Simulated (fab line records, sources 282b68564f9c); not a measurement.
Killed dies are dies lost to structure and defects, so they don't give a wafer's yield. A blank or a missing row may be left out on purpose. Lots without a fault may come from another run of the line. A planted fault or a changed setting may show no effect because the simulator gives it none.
Split-lot experiment | flow rit_cmos | 5 lots, 27 wafers read, on a route of 202 steps

THE SPLIT
At RIT_CONTACT_DEVELOP_07 (develop time 120 s), the setting develop_time_s was moved away from the recipe's 120 s on 9 of the 27 wafers read, by -57.3% to -18.2%. The other wafers ran this setting at the recipe's value.

FROM THE SPLIT TO THE READING: what the file shows between them, 4 steps
- RIT_CONTACT_CD_MEAS_08: target cd 1000 nm
- RIT_CONTACT_HARDBAKE_10: time 60 s
- RIT_CONTACT_ETCH_11: etches SiO2 in CHF3/CF4/Ar, stops on TiSi2, target depth 480 nm, time 320 s
- RIT_CONTACT_STRIP_12: strips in O2, time 180 s

THE READING
cd_nm, in nm, at RIT_CONTACT_CD_MEAS_90 (target cd 1000 nm). Fault-free wafers of this fab line usually give 999.3 nm, standard deviation 2.3 nm.

wafer  | tool, chamber at the split | develop_time_s as run, s | against the recipe | cd_nm, nm | against lot-mates on the recipe
L078.2 | litho_track-03, 0          | 120                      | recipe             | 1001.6    | -
L078.4 | litho_track-03, 0          | 120                      | recipe             | 1002.9    | -
L078.6 | litho_track-03, 0          | 120                      | recipe             | 1000.6    | -
L079.1 | litho_track-04, 0          | 120                      | recipe             | 1001.4    | -
L079.2 | litho_track-04, 0          | 120                      | recipe             | 1001.3    | -
L079.3 | litho_track-04, 0          | 120                      | recipe             | 1000.3    | -
L079.4 | litho_track-04, 0          | 120                      | recipe             | 1002.9    | -
L079.5 | litho_track-04, 0          | 120                      | recipe             | 999.8     | -
L079.6 | litho_track-04, 0          | 120                      | recipe             | 1002.2    | -
L081.1 | litho_track-04, 0          | 55.42                    | -53.8%             | 931.5     | -67.5
L081.2 | litho_track-04, 0          | 120                      | recipe             | 998.5     | -
L081.3 | litho_track-04, 0          | 55.42                    | -53.8%             | 930.5     | -68.5
L081.4 | litho_track-04, 0          | 120                      | recipe             | 999.1     | -
L081.5 | litho_track-04, 0          | 120                      | recipe             | 999.3     | -
L081.6 | litho_track-04, 0          | 55.42                    | -53.8%             | 930.7     | -68.3
L082.1 | litho_track-01, 0          | 98.16                    | -18.2%             | 982.3     | -15.4
L082.2 | litho_track-01, 0          | 98.16                    | -18.2%             | 982.8     | -14.9
L082.3 | litho_track-01, 0          | 120                      | recipe             | 996.7     | -
L082.4 | litho_track-01, 0          | 120                      | recipe             | 997.1     | -
L082.5 | litho_track-01, 0          | 120                      | recipe             | 999.4     | -
L082.6 | litho_track-01, 0          | 98.16                    | -18.2%             | 980.3     | -17.4
L083.1 | litho_track-04, 0          | 120                      | recipe             | 1002.3    | -
L083.2 | litho_track-04, 0          | 51.25                    | -57.3%             | 926.6     | -75.8
L083.3 | litho_track-04, 0          | 51.25                    | -57.3%             | 928.4     | -74.0
L083.4 | litho_track-04, 0          | 120                      | recipe             | 1003.2    | -
L083.5 | litho_track-04, 0          | 120                      | recipe             | 1001.7    | -
L083.6 | litho_track-04, 0          | 51.25                    | -57.3%             | 929.1     | -73.3

THE FIT
A straight line over all 27 wafers: cd_nm changes by +1.28 nm for each +1% of develop_time_s; r = +1.00; the points scatter about the line by 2.3 nm.
The same after taking each lot's own level away (the mean of its wafers on the recipe; 27 wafers): +1.28 nm for each +1%; r = +1.00; scatter 2.6 nm.
On that fit, the largest move of develop_time_s shifts the reading by 73 nm.
The lots' own levels span 997.73 to 1002.40 nm, that is 2.0 times the standard deviation above.
So the lot-to-lot level changes the slope little: the two slopes agree.
Check: with one of the wafers moved furthest among these (-57.3%) left out of the fit, the line predicts -71.7 nm for it against its lot-mates. It came out at -75.8 nm against them.

OTHER SPLITS ON THESE WAFERS
These wafers also went through other splits before the reading. Each is held against what the fit with the lots' levels taken away leaves over:
other split on the same wafers | wafers away from the commonest value | r with cd_nm (lot level and that fit taken away)
RIT_SPACER_CLEAN_00 time_s     | 18                                   | -0.31
RIT_CONTACT_CVD_00 time_s      | 9                                    | +0.33

THE WHOLE CHAIN: every reading that the file lists as answering this split, in the file's order
step                   | what it does                                                                | reading                                                        | change (the file's fit)              | r (the file's)
RIT_CONTACT_CD_MEAS_08 | target cd 1000 nm                                                           | cd_nm                                                          | +1.26 nm for each +1% of the setting | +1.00
RIT_CONTACT_ETCH_11    | etches SiO2 in CHF3/CF4/Ar, stops on TiSi2, target depth 480 nm, time 320 s | CONTACT.cd_nm (the simulator's own value, which no gauge read) | +1.26 nm for each +1% of the setting | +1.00
RIT_CONTACT_CD_MEAS_90 | target cd 1000 nm                                                           | cd_nm                                                          | +1.26 nm for each +1% of the setting | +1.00

THE FILE'S OWN FIT
cd_nm changes by +1.26 nm for each +1% of develop_time_s, r = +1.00.
